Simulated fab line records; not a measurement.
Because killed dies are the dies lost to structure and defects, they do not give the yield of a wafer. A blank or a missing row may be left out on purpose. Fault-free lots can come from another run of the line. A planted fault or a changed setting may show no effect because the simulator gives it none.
The same fault as seen by 2 desks || flow berkeley_cmos170 || each desk holds nothing but its own numbers, with what lay behind them at the end

## THE TOOL OWNER'S DESK: lpcvd-02
The tool's own readings at UCB170_GATE_CVD_04 (deposits poly-Si from SiH4, time 1440 s, target thk 214 nm): means of the sampled wafers that have a number, for each lot that ran on this tool. A lot is out of limits, marked OUT, if its mean lies more than 4 standard deviations from the usual mean; the brackets give that distance.
Columns: A = pressure_mtorr at UCB170_GATE_CVD_04, usual 375.2 mTorr; B = sih4_flow_sccm at UCB170_GATE_CVD_04, usual 120.0 sccm
{"lot": "L771", "first seen here": "day 6 20:33", "A": 374.7, "B": 119.6}
{"lot": "L772", "first seen here": "day 7 06:20", "A": 375.1, "B": 119.8}
{"lot": "L773", "first seen here": "day 7 06:20", "A": 375.9, "B": 120.2}
{"lot": "L774", "first seen here": "day 7 11:29", "A": 375.2, "B": 119.5}
{"lot": "L776", "first seen here": "day 8 01:34", "A": "300.2 (-95) OUT", "B": 120.2}
{"lot": "L777", "first seen here": "day 8 01:34", "A": "299.7 (-96) OUT", "B": 119.8}
This desk's verdict: out of limits on L776, L777, starting with L776 at day 8 01:34 (pressure_mtorr at UCB170_GATE_CVD_04). Within limits: L771, L772, L773, L774.

## FROM THE METROLOGY DESK
What the gauges read, lot by lot, whatever tool the lot ran on: means of the sampled wafers that have a number. A lot is out of limits, marked OUT, if its mean lies more than 4 standard deviations from the usual mean; the brackets give that distance.
Columns: A = ACTIVE_OVL at UCB170_ACTIVE_OVL_MEAS_14, usual 2 nm; B = GATE_POLY_THK at UCB170_GATE_THK_MEAS_05, usual 213.5 nm; C = V1_TEOS_THK at UCB170_V1_THK_MEAS_01, usual 1959 nm
{"lot": "L767", "first seen here": "day 4 19:30", "A": 6, "B": 213.0, "C": 1969}
{"lot": "L768", "first seen here": "day 4 19:37", "A": -1, "B": 214.2, "C": 1937}
{"lot": "L770", "first seen here": "day 4 19:49", "A": 6, "B": 211.0, "C": 1948}
{"lot": "L771", "first seen here": "day 5 03:08", "A": 3, "B": 212.9, "C": 1999}
{"lot": "L772", "first seen here": "day 5 09:15", "A": 3, "B": 212.2, "C": 1966}
{"lot": "L773", "first seen here": "day 5 13:52", "A": -1, "B": 214.4, "C": 1976}
{"lot": "L774", "first seen here": "day 5 23:17", "A": -1, "B": 212.8, "C": 1933}
{"lot": "L777", "first seen here": "day 6 14:14", "A": 7, "B": "192.4 (-9.6) OUT", "C": 1972}
{"lot": "L776", "first seen here": "day 6 14:32", "A": 1, "B": "191.5 (-10) OUT", "C": 1947}
{"lot": "L778", "first seen here": "day 6 19:47", "A": -3, "B": 214.4, "C": 1914}
{"lot": "L781", "first seen here": "day 7 02:50", "A": 0, "B": 210.4, "C": 1946}
{"lot": "L786", "first seen here": "day 7 16:18", "A": -1, "B": 211.6, "C": 1950}
{"lot": "L787", "first seen here": "day 8 09:07", "A": 8, "B": 214.0, "C": 1946}
{"lot": "L790", "first seen here": "day 9 04:31", "A": 3, "B": 214.6, "C": 1942}
This desk reports L776, L777 out of limits; the earliest was L776 at day 8 02:58 (GATE_POLY_THK at UCB170_GATE_THK_MEAS_05). Within limits: L767, L768, L770, L771, L772, L773, L774, L778, L781, L786, L787, L790.

## TAKEN TOGETHER
On L776, L777, at day 8 01:34, an alarm was possible from the tool owner's desk.
Metrology desk: alarm possible at day 8 02:58 on L776, L777.
Every lot named ran UCB170_GATE_CVD_04 on lpcvd-02.

## WHAT HAD BEEN PUT IN BY THE SIMULATOR
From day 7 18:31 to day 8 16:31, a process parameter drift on lpcvd-02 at UCB170_GATE_CVD_04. Setting pressure_mtorr shifted by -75 from 375. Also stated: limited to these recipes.
Lots struck among those shown: L776, L777.
Hours from the fault's start to each desk's first reading out of limits: the tool owner's desk, 7; the metrology desk, 8.
